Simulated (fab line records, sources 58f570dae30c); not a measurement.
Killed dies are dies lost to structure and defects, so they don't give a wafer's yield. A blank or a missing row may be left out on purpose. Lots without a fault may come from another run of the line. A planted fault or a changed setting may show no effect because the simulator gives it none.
Split-lot experiment | flow berkeley_cmos170 | 5 lots, 23 wafers read, on a route of 331 steps

THE SPLIT
At UCB170_PVT_IMPLANT_07, the setting dose_cm2 was moved away from the recipe's 2e+12 on 6 of the 23 wafers read, by +4.4% to +6.7%. The other wafers ran this setting at the recipe's value.

FROM THE SPLIT TO THE READING: what the file shows between them, 1 step
- UCB170_PVT_STRIP_08: strips in O2

THE READING
PVT_TW, at UCB170_PVT_TW_MEAS_09. Fault-free wafers of this fab line usually give 509.8, standard deviation 2.9.

wafer  | tool, chamber at the split | dose_cm2 as run | against the recipe | PVT_TW | against lot-mates on the recipe
L075.1 | implanter-04, 0            | 2e+12           | recipe             | 507.0  | -
L075.3 | implanter-04, 0            | 2e+12           | recipe             | 507.6  | -
L075.4 | implanter-04, 0            | 2e+12           | recipe             | 509.2  | -
L076.1 | implanter-04, 0            | 2.133e+12       | +6.7%              | 520.5  | +11.8
L076.2 | implanter-04, 0            | 2e+12           | recipe             | 509.4  | -
L076.4 | implanter-04, 0            | 2.133e+12       | +6.7%              | 521.2  | +12.5
L076.5 | implanter-04, 0            | 2.133e+12       | +6.7%              | 520.3  | +11.6
L076.6 | implanter-04, 0            | 2e+12           | recipe             | 508.0  | -
L079.1 | implanter-04, 0            | 2e+12           | recipe             | 505.0  | -
L079.2 | implanter-04, 0            | 2e+12           | recipe             | 507.0  | -
L079.4 | implanter-04, 0            | 2e+12           | recipe             | 507.9  | -
L079.5 | implanter-04, 0            | 2e+12           | recipe             | 506.6  | -
L079.6 | implanter-04, 0            | 2e+12           | recipe             | 503.3  | -
L083.1 | implanter-02, 0            | 2e+12           | recipe             | 507.3  | -
L083.2 | implanter-02, 0            | 2e+12           | recipe             | 507.9  | -
L083.3 | implanter-02, 0            | 2e+12           | recipe             | 506.7  | -
L083.4 | implanter-02, 0            | 2e+12           | recipe             | 511.4  | -
L083.5 | implanter-02, 0            | 2e+12           | recipe             | 508.3  | -
L084.2 | implanter-04, 0            | 2.089e+12       | +4.4%              | 518.8  | +7.2
L084.3 | implanter-04, 0            | 2.089e+12       | +4.4%              | 518.6  | +7.1
L084.4 | implanter-04, 0            | 2e+12           | recipe             | 511.4  | -
L084.5 | implanter-04, 0            | 2e+12           | recipe             | 511.7  | -
L084.6 | implanter-04, 0            | 2.089e+12       | +4.4%              | 520.2  | +8.7

THE FIT
A straight line over all 23 wafers: PVT_TW changes by +2.08 for each +1% of dose_cm2; r = +0.93; the points scatter about the line by 2.1.
The same after taking each lot's own level away (the mean of its wafers on the recipe; 23 wafers): +1.78 for each +1%; r = +0.97; scatter 1.2.
On that fit, the largest move of dose_cm2 shifts the reading by 12.
The lots' own levels span 505.96 to 511.55, that is 1.9 times the standard deviation above.
So the lot-to-lot level changes the slope: the two fits differ.
Check: with one of the wafers moved furthest among these (+6.7%) left out of the fit, the line predicts +11.8 for it against its lot-mates. It came out at +11.8 against them.

OTHER SPLITS ON THESE WAFERS
These wafers also went through other splits before the reading. Each is held against what the fit with the lots' levels taken away leaves over:
other split on the same wafers       | wafers away from the commonest value | r with PVT_TW (lot level and that fit taken away)
UCB170_START_OXIDATION_02 ox_time_s  | 15                                   | +0.06
UCB170_NWELL_IMPLANT_14 energy_kev   | 10                                   | -0.14
UCB170_PWELL_CVD_05 nh3_flow_sccm    | 15                                   | -0.01
UCB170_ACTIVE_OXIDATION_02 ox_time_s | 15                                   | +0.02
UCB170_PFIELD_IMPLANT_07 energy_kev  | 10                                   | -0.09

THE FILE'S OWN FIT
PVT_TW changes by +1.78 for each +1% of dose_cm2, r = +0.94.
